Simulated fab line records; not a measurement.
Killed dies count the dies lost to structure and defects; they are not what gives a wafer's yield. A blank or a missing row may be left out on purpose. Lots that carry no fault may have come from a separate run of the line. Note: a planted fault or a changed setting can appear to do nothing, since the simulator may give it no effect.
The same fault as seen by 2 desks	flow rit-cmos	numbers are kept per desk, each desk with only its own; the story behind them comes last

AT THE METROLOGY DESK
Lot by lot, what the gauges showed, no matter which tool ran the lot: averages of those sampled wafers that carry a number. Marked OUT: a lot whose mean sits more than 4 standard deviations from the usual mean, which makes it out of limits; the brackets give that distance.
Columns: A = PSD_TW at RIT_PSD_TW_MEAS_10, usual 3444; B = PSD_RS at RIT_SDANNEAL_RS_MEAS_04, usual 116.25 ohm/sq
lot	first seen here	A	B
L623	day 3 06:11	3416	116.44
L624	day 3 09:24	3395	116.19
L625	day 3 13:06	3458	116.57
L626	day 3 19:35	3472	116.13
L628	day 4 04:09	3471	115.84
L629	day 4 09:32	3397	116.36
L631	day 4 18:32	3416	116.05
L632	day 4 23:06	3504	116.55
L633	day 5 07:18	3459	116.45
L640	day 6 14:40	30 (-99 or more) OUT	133.19 (+68) OUT
L641	day 6 19:14	30 (-99 or more) OUT	133.17 (+68) OUT
L642	day 7 00:25	3455	116.15
L644	day 7 10:40	3390	116.04
L645	day 7 15:53	3436	116.19
Per this desk, out of limits: L640, L641; the first was L640, day 6 14:40 (PSD_TW at RIT_PSD_TW_MEAS_10). In limits: L623, L624, L625, L626, L628, L629, L631, L632, L633, L642, L644, L645.

FOR THE TOOL OWNER'S DESK: implanter-03
For each lot that ran on this tool, the mean over its sampled wafers that have a number, from the tool's own readings at RIT_PSD_IMPLANT_08. Marked OUT: a lot whose mean sits more than 4 standard deviations from the usual mean, which makes it out of limits; the brackets give that distance.
Columns: A = beam-energy-keV at RIT_PSD_IMPLANT_08, usual 27.001; B = beam-on-s at RIT_PSD_IMPLANT_08, usual 12.1 s; C = end-station-pressure-torr at RIT_PSD_IMPLANT_08, usual 1.48e-05 Torr
lot	first seen here	A	B	C
L624	day 3 09:05	27.004	12.8	1.48e-05
L626	day 3 19:16	27.004	12.6	1.46e-05
L629	day 4 09:13	26.993	12.8	1.50e-05
L631	day 4 18:15	27.003	12.9	1.44e-05
L642	day 7 00:07	26.992	12.6	1.43e-05
L644	day 7 10:20	26.993	13.0	1.43e-05
L645	day 7 15:35	27.005	12.6	1.48e-05
This desk found nothing out of limits on any of the 7 lots.

TAKEN TOGETHER
At day 6 14:40 the metrology desk could have sounded an alarm, on L640, L641.
The tool owner's desk saw nothing out of limits.
The tool owner's desk has no number on record for L640, L641.
Every lot named ran RIT_PSD_IMPLANT_08 on implanter-03.

WHAT WAS PUT IN BY THE SIMULATOR
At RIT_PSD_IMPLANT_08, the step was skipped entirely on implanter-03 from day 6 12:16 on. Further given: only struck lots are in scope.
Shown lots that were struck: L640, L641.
Per desk, hours elapsed from the start of the fault to the first reading out of limits: for the metrology desk, 2.
